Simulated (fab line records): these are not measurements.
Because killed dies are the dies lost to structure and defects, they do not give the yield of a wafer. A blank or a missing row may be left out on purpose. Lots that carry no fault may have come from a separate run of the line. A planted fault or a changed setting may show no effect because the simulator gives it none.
Struck lot and sound lot, side by side + flow berkeley-cmos170 + 15 out of 331 route steps
Sound: these wafers, L317.2, L317.3, L317.4. Wafers struck: L318.2, L318.5, L318.6. The cause is named last.
For every step that has rows: the tool of each side, followed by ch and its chambers, followed by its first start. Under that, the readings that differ: sound wafers + struck wafers + difference of the means + sigmas: that difference in standard deviations of wafers without a fault.
alike: readings with means less than 2 such deviations apart, plus words and numbers identical on both sides. not compared: withheld readings, readings lacking a value on some wafer, bounds such as >300 that could conceal the same value, and numbers that have no deviation in the record and whose values overlap.
A row with sigmas, a row that says differs or no value, or rows on one side alone: a step with any of these is where the two part. Numbers that don't overlap but have no deviation are shown without sigmas and don't part them. Lack of a reading on every wafer of one side parts them only where that side has two or more wafers.

UCB170_SPACER_CVD_00: deposits SiO2 from TEOS/O2, target thk 376 nm, time 47 s.
  sound on pecvd-03 ch 1,2, day 10 00:53; struck on pecvd-03 ch 0,1,2, day 10 01:47
  alike: heater-power-w, pressure-mtorr
UCB170_SPACER_THK_MEAS_01:
  sound on film-metro-04 at day 10 01:02; struck on film-metro-04 at day 10 01:50
  alike: SPACER_TEOS_THK
then, 1 step without rows for these wafers: UCB170_SPACER_ANNEAL_02 (time 1800 s).
UCB170_SPACER_ETCHBACK_03: etches SiO2 in CHF3/CF4/Ar, stops on Si, target depth 376 nm, time 100 s.
  sound on rie-diel-03 ch 0,1,2, day 10 05:38; struck on rie-diel-01 ch 0,3, day 10 05:38
  alike: chamber-pressure-mTorr, drypump-motor-current-A, oes-product-au, throttle-valve-pct
  not compared: rf-hours-counter-h
then, 6 steps without rows for these wafers: UCB170_PSD_HMDS_00 (prime time 60 s); UCB170_PSD_COAT_01 (resist thk 900 nm); UCB170_PSD_SOFTBAKE_02 (time 60 s); UCB170_PSD_EXPOSE_03 (exposes mask PSELECT MOD, target cd 1200 nm); UCB170_PSD_PEB_04; UCB170_PSD_DEVELOP_05 (develop time 45 s).
UCB170_PSD_CD_MEAS_06 targets a cd of 1200 nm.
  sound on cd-sem-01 at day 10 07:26; struck on cd-sem-01 at day 10 07:19
  alike: cd-nm
UCB170_PSD_OVL_MEAS_07:
  sound on overlay-01 at day 10 07:32; struck on overlay-01 at day 10 07:25
  alike: PSD_OVL
UCB170_PSD_IMPLANT_08:
  sound on implanter-02 ch 0, day 10 07:36; struck on implanter-03 ch 0, day 10 07:29
| reading                   | sound                | struck               | difference | sigmas |
|---------------------------|----------------------|----------------------|------------|--------|
| beam-energy-keV           | 19.992 20.003 19.995 | 20.228 20.227 20.223 | +0.229     | +33    |
| model.implant.drp-nm (nm) | 28.34 28.34 28.34    | 28.57 28.57 28.57    | +0.23      |        |
UCB170_PSD_STRIP_09: strips in O2.
  sound on plasma-asher-02 ch 0,1, day 10 07:43; struck on plasma-asher-03 ch 0,1, day 10 07:36
| reading                      | sound             | struck            | difference | sigmas |
|------------------------------|-------------------|-------------------|------------|--------|
| strip-time-to-endpoint-s (s) | 29.10 29.05 29.15 | 29.34 29.43 29.31 | +0.26      | +3     |
  alike: chamber-pressure-mTorr, drypump-motor-current-A, oes-product-au
  not compared: rf-hours-counter-h
UCB170_M3_PROBE_99:
  sound on prober-01 at day 11 12:45; struck on prober-01 at day 11 12:20
| reading                              | sound             | struck            | difference | sigmas |
|--------------------------------------|-------------------|-------------------|------------|--------|
| model.etest.npoly-line.width-nm (nm) | 325.9 324.4 323.3 | 320.1 318.7 318.7 | -5.4       |        |
| model.etest.ppoly-line.width-nm (nm) | 325.3 323.4 324.2 | 320.4 316 316.2   | -6.8       |        |

WHERE THEY PART
At UCB170_PSD_IMPLANT_08 first; at UCB170_PSD_STRIP_09 last (within this record only).

WHY: what the simulator had put in
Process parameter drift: implanter-03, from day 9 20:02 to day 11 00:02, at UCB170_PSD_IMPLANT_08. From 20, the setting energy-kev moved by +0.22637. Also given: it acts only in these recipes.
